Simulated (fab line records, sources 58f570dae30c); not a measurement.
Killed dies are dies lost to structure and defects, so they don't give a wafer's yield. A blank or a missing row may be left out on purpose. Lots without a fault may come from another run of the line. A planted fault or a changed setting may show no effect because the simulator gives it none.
A struck lot beside a sound one | flow berkeley_cmos170 | 17 steps out of a route of 331
Sound: wafers L137.1, L137.2, L137.3. Struck: wafers L141.1, L141.2, L141.6. The cause comes at the end.
At each step with rows: each side's tool, then ch and its chambers, then its first start. Under that, the readings that differ: sound wafers | struck wafers | difference of the means | sigmas: that difference in standard deviations of wafers without a fault.
alike: readings whose means differ by less than 2 such deviations, and words and numbers that are the same on both sides. not compared: withheld readings, readings that some wafer has no value for, bounds like >300 that may hide the same value, and numbers for which the record gives no deviation and whose values overlap.
The two part at a step that has a row with sigmas, a row that says differs or no value, or rows on one side only. Numbers that don't overlap but have no deviation are shown without sigmas and don't part them. A reading that every wafer of one side lacks parts them only if that side has two wafers or more.

first, 3 steps without rows for these wafers: UCB170_ACTIVE_EXPOSE_10 (exposes mask ACTIVE, target cd 1200 nm); UCB170_ACTIVE_PEB_11; UCB170_ACTIVE_DEVELOP_12 (develop time 45 s).
UCB170_ACTIVE_CD_MEAS_13: target cd 1200 nm.
  sound on cd_sem-02, day 7 07:49; struck on cd_sem-02, day 8 05:32
  alike: cd_nm
UCB170_ACTIVE_OVL_MEAS_14:
  sound on overlay-01, day 7 07:56; struck on overlay-01, day 8 05:39
  alike: ACTIVE_OVL
UCB170_ACTIVE_ETCH_15: etches Si3N4 in CH3F/Ar/O2, stops on SiO2, target depth 242 nm, time 151 s.
  sound on rie_diel-03 ch 0,1,3, day 7 07:58; struck on rie_diel-04 ch 2,3, day 8 05:41
  alike: O2_flow_sccm, drypump_motor_current_A, oes_product_au, throttle_valve_pct
  not compared: rf_hours_counter_h
UCB170_ACTIVE_STRIP_16: strips in O2.
  sound on plasma_asher-02 ch 0,1, day 7 08:04; struck on plasma_asher-02 ch 0,1, day 8 05:47
  alike: drypump_motor_current_A, oes_product_au, strip_time_to_endpoint_s
  not compared: rf_hours_counter_h
UCB170_ACTIVE_CD_MEAS_90: target cd 1200 nm.
  sound on cd_sem-01, day 7 08:10; struck on cd_sem-01, day 8 05:53
  alike: cd_nm
then, 4 steps without rows for these wafers: UCB170_ACTIVE_CLEAN_17 (cleans in SPM, time 600 s); UCB170_PFIELD_HMDS_00 (prime time 60 s); UCB170_PFIELD_COAT_01 (resist thk 900 nm); UCB170_PFIELD_SOFTBAKE_02 (time 60 s).
UCB170_PFIELD_EXPOSE_03: exposes mask PFIELD, target cd 1500 nm.
  sound on krf_scanner-01 ch 0, day 7 09:40; struck on krf_scanner-01 ch 0, day 8 07:52
  reading                        | sound             | struck            | difference | sigmas
  model.PFIELD.overlay_x_nm (nm) | 1.529 1.529 1.529 | 493.2 493.2 493.2 | +491.7     |
  alike: mask
then, 2 steps without rows for these wafers: UCB170_PFIELD_PEB_04; UCB170_PFIELD_DEVELOP_05 (develop time 45 s).
UCB170_PFIELD_OVL_MEAS_06:
  sound on overlay-02, day 7 10:28; struck on overlay-01, day 8 09:20
  reading         | sound | struck      | difference | sigmas
  PFIELD_OVL (nm) | 0 5 9 | 495 497 502 | +493       | +99
  not compared: hold
UCB170_M3_PROBE_99:
  the record has rows for the sound wafers here (prober-01, day 11 16:34) and none for the struck ones

WHERE THEY PART
First at UCB170_PFIELD_OVL_MEAS_06; last, within this record, at UCB170_M3_PROBE_99.

WHY: what the simulator had put in
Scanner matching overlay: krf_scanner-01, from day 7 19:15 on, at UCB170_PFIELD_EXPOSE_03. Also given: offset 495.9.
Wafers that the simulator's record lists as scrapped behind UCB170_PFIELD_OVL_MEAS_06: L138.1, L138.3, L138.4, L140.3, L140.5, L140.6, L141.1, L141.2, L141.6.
